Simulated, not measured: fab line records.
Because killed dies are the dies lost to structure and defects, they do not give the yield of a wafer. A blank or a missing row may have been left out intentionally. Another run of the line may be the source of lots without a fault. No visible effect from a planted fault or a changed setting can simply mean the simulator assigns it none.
The same fault as seen by 2 desks + flow rit_cmos + only its own numbers are on each desk; what lay behind them is given at the end

## AT THE METROLOGY DESK
Means of the sampled wafers that have a number, per lot and without regard to the tool the lot ran on: this is what the gauges read. A lot is out of limits, marked OUT, if its mean lies more than 4 standard deviations from the usual mean; the brackets give that distance.
Columns: A = PSD_RS at RIT_SDANNEAL_RS_MEAS_04, usual 114.98 ohm/sq; B = NSD_RS at RIT_SDANNEAL_RS_MEAS_05, usual 84.65 ohm/sq; C = PLDD_RS at RIT_SDANNEAL_RS_MEAS_06, usual 178.5 ohm/sq; D = NLDD_RS at RIT_SDANNEAL_RS_MEAS_07, usual 151.6 ohm/sq; E = SILICIDE_TI_RS at RIT_SILICIDE_RS_MEAS_02, usual 48.3 ohm/sq; F = SILICIDE_TI_THK at RIT_SILICIDE_THK_MEAS_03, usual 29.8 nm
| lot  | first seen here | A      | B     | C     | D     | E    | F    |
|------|-----------------|--------|-------|-------|-------|------|------|
| L296 | day 3 03:43     | 114.90 | 85.07 | 179.2 | 151.5 | 47.1 | 30.2 |
| L303 | day 4 16:56     | 114.80 | 84.47 | 177.3 | 151.4 | 47.7 | 30.1 |
| L305 | day 5 01:56     | 114.89 | 84.61 | 178.5 | 151.4 | 48.7 | 29.5 |
| L307 | day 5 14:46     | 114.87 | 84.98 | 177.7 | 151.4 | 49.0 | 29.3 |
| L308 | day 5 20:14     | 115.18 | 85.10 | 179.0 | 151.7 | 48.7 | 29.5 |
| L310 | day 6 05:22     | 115.00 | 84.44 | 178.5 | 151.8 | 48.4 | 29.8 |
| L319 | day 7 22:12     | 114.92 | 84.64 | 178.1 | 151.6 | 47.3 | 30.5 |
This desk's verdict: no lot among the 7 shows anything out of limits.

## AT THE TOOL OWNER'S DESK: rtp_anneal-01
The tool's own readings at RIT_SILICIDE_RTA_04 (time 10 s, ramp up 5 s, ramp down 5 s): means of the sampled wafers that have a number, for each lot that ran on this tool. A lot is out of limits, marked OUT, if its mean lies more than 4 standard deviations from the usual mean; the brackets give that distance.
Columns: A = chamber_o2_ppm at RIT_SILICIDE_RTA_04, usual 2.005; B = wafer_temp_C_max at RIT_SILICIDE_RTA_04, usual 653.5
| lot  | first seen here | A                        | B     |
|------|-----------------|--------------------------|-------|
| L303 | day 4 17:45     | 62.026 (+99 or more) OUT | 653.3 |
| L305 | day 5 02:44     | 61.995 (+99 or more) OUT | 652.2 |
| L307 | day 5 15:35     | 62.008 (+99 or more) OUT | 652.9 |
| L319 | day 7 23:02     | 2.017                    | 653.0 |
This desk's verdict: out of limits on L303, L305, L307, starting with L303 at day 4 17:45 (chamber_o2_ppm at RIT_SILICIDE_RTA_04). L319: within limits.

## BROUGHT TOGETHER
At day 4 17:45, on L303, L305, L307, the tool owner's desk was in a position to raise an alarm.
The metrology desk saw nothing out of limits.
The metrology desk holds a record of L303, L305, L307, inside its limits.
Every lot named ran RIT_SILICIDE_RTA_04 on rtp_anneal-01.

## WHAT WAS PUT IN BY THE SIMULATOR
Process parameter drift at RIT_SILICIDE_RTA_04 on rtp_anneal-01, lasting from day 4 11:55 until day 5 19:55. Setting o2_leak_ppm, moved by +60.
Struck lots among those shown: L303, L305, L307.
How many hours passed from the start of the fault until each desk's first out-of-limits reading: the tool owner's desk, 6.
